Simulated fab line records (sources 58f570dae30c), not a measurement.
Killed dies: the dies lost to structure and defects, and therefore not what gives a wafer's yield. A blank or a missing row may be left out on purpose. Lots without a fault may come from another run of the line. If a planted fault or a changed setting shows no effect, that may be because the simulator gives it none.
Struck lot and sound lot, side by side -- flow berkeley cmos170 -- 27 steps out of a route of 331
Sound: these wafers, L868.3, L868.4, L868.6. Struck: wafers L873.1, L873.3, L873.6. The cause is named last.
Order at every step that has rows: each side's tool, ch and its chambers, its first start. Under that, the readings that differ: sound wafers -- struck wafers -- difference of the means -- sigmas: that difference in standard deviations of wafers without a fault.
alike: readings whose means differ by less than 2 such deviations, and words and numbers that are the same on both sides. not compared: withheld readings, readings that some wafer has no value for, bounds like >300 that may hide the same value, and numbers for which the record gives no deviation and whose values overlap.
Wherever a step has rows on one side only, a row that says differs or no value, or a row with sigmas, the two part there. Non-overlapping numbers with no deviation appear without sigmas and do not part them. A reading that every wafer of one side lacks parts them only if that side has two wafers or more.

UCB170_SPACER_THK_MEAS_01:
  sound: film metro-03 at day 8 22:01; struck: film metro-02 at day 10 02:52
  alike: SPACER_TEOS_THK
then, 1 step without rows for these wafers: UCB170_SPACER_ANNEAL_02 (time 1800 s).
UCB170_SPACER_ETCHBACK_03: etches SiO2 in CHF3/CF4/Ar, stops on Si, target depth 376 nm, time 100 s.
  sound on rie diel-03 ch 0,3, day 9 02:10; struck on rie diel-04 ch 0,1,3, day 10 09:02
  alike: drypump motor current A, oes product au, throttle valve pct
  not compared: rf hours counter h
then, 6 steps without rows for these wafers: UCB170_PSD_HMDS_00 (prime time 60 s); UCB170_PSD_COAT_01 (resist thk 900 nm); UCB170_PSD_SOFTBAKE_02 (time 60 s); UCB170_PSD_EXPOSE_03 (exposes mask PSELECT MOD, target cd 1200 nm); UCB170_PSD_PEB_04; UCB170_PSD_DEVELOP_05 (develop time 45 s).
UCB170_PSD_CD_MEAS_06: target cd 1200 nm.
  sound: cd sem-02 at day 9 04:53; struck: cd sem-01 at day 10 10:55
reading,sound,struck,difference,sigmas
cd nm (nm),1199.5 1199.2 1199.5,1204.3 1203.8 1202.7,+4.2,+3
UCB170_PSD_OVL_MEAS_07:
  sound: overlay-02 at day 9 04:59; struck: overlay-01 at day 10 11:02
  alike: PSD_OVL
following that, these wafers have no rows for 1 step: UCB170_PSD_IMPLANT_08.
UCB170_PSD_STRIP_09: strips in O2.
  sound on plasma asher-04 ch 0,1, day 9 05:11; struck on plasma asher-04 ch 0,1, day 10 11:13
reading,sound,struck,difference,sigmas
oes product au (a.u.),0.606 0.607 0.600,0.442 0.439 0.440,-0.164,-36
strip time to endpoint s (s),29.22 29.26 29.21,- - -,no value on the struck wafers,
model.KrF_of_PSD_COAT_01.thk nm (nm),0 0 0,688.6 688.5 688.1,+688.4,
  alike: drypump motor current A
  not compared: rf hours counter h
UCB170_PSD_TW_MEAS_10:
  sound: film metro-03 at day 9 05:16; struck: film metro-03 at day 10 11:19
  alike: PSD_TW
then, 7 steps without rows for these wafers: UCB170_PSD_CLEAN_11 (cleans in SPM, time 600 s); UCB170_NSD_HMDS_00 (prime time 60 s); UCB170_NSD_COAT_01 (resist thk 900 nm); UCB170_NSD_SOFTBAKE_02 (time 60 s); UCB170_NSD_EXPOSE_03 (exposes mask NSELECT MOD, target cd 1200 nm); UCB170_NSD_PEB_04; UCB170_NSD_DEVELOP_05 (develop time 45 s).
UCB170_NSD_CD_MEAS_06: target cd 1200 nm.
  sound: cd sem-02 at day 9 06:58; struck: cd sem-01 at day 10 12:47
  alike: cd nm
UCB170_NSD_OVL_MEAS_07:
  sound: overlay-02 at day 9 07:04; struck: overlay-01 at day 10 12:55
  alike: NSD_OVL
following that, these wafers have no rows for 1 step: UCB170_NSD_IMPLANT_08.
UCB170_NSD_STRIP_09: strips in O2.
  sound on plasma asher-02 ch 0,1, day 9 07:16; struck on plasma asher-04 ch 0,1, day 10 13:06
reading,sound,struck,difference,sigmas
oes product au (a.u.),0.532 0.534 0.542,0.612 0.611 0.616,+0.077,+17
strip time to endpoint s (s),35.69 35.75 35.68,56.14 56.20 56.15,+20.46,+99 or more
  alike: drypump motor current A
  not compared: rf hours counter h
UCB170_NSD_TW_MEAS_10:
  sound: film metro-03 at day 9 07:22; struck: film metro-04 at day 10 13:26
reading,sound,struck,difference,sigmas
NSD_TW,4103 4082 4098,30 30 30,-4064,-83
  not compared: hold
following that, these wafers have no rows for 1 step: UCB170_M3_PROBE_99.

== WHERE THEY PART ==
First at UCB170_PSD_CD_MEAS_06; last, within this record, at UCB170_NSD_TW_MEAS_10.

WHY: whatever the simulator had introduced
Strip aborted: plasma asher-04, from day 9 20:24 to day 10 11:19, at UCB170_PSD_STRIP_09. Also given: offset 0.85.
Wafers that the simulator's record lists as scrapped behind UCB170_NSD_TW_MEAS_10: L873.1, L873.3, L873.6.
